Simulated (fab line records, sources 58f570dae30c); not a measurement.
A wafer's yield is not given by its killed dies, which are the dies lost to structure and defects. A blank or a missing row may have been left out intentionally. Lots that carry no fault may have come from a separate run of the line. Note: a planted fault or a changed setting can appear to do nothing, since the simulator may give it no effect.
Matching of chambers	flow berkeleyCmos170	UCB170_V1_CVD_00 on pecvd-04 has 3 sister chambers
The step deposits SiO2 from TEOS/O2, target thk 2000 nm, time 250 s. 16 wafers are shown with their chamber, then 8 later ones without.

## WAFERS WITH THEIR CHAMBER
wafer	chamber	heaterPowerW (W)
L952.2	1	261
L952.3	0	280
L952.5	0	199
L950.1	0	244
L950.2	2	262
L950.3	1	300
L954.1	0	252
L954.3	1	241
L954.4	0	190
L955.2	0	204
L955.3	0	269
L955.5	1	309
L964.1	1	274
L964.4	2	197
L964.5	0	188
L966.3	1	272

SIGNATURES (means of the wafers above)
reading	chamber 0	chamber 1	chamber 2	scatter within a chamber
heaterPowerW	228.25	276.17	229.50	33.9
Rule: a wafer's distance from a chamber is the root of the sum, over the readings, of the square of ((its reading less the chamber's mean) divided by the reading's scatter). If the next closest chamber is less than 2 further off than the closest, the wafer can't be placed; otherwise it belongs to the closest. The scatter is the square root of a quotient: the sum, over the shown wafers, of each reading's squared deviation from its chamber's mean, divided by wafers minus chambers.

## WAFERS WITH NO CHAMBER GIVEN
wafer	heaterPowerW (W)
L966.4	327
L966.6	192
L967.4	193
L967.5	335
L967.6	293
L972.1	316
L972.3	271
L972.5	237

## CHAMBER TAKEN BY EACH
wafer	from the rows above	in truth
L966.4	can't be placed: 1 or 2 or 0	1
L966.6	can't be placed: 0 or 2 or 1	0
L967.4	can't be placed: 0 or 2 or 1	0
L967.5	can't be placed: 1 or 2 or 0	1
L967.6	can't be placed: 1 or 2 or 0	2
L972.1	can't be placed: 1 or 2 or 0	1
L972.3	can't be placed: 1 or 2 or 0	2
L972.5	can't be placed: 2 or 0 or 1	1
Correctly placed: 0 of 8. These rows do not allow placing 8 (true chamber among the candidates in 8). Placed wrongly: 0.
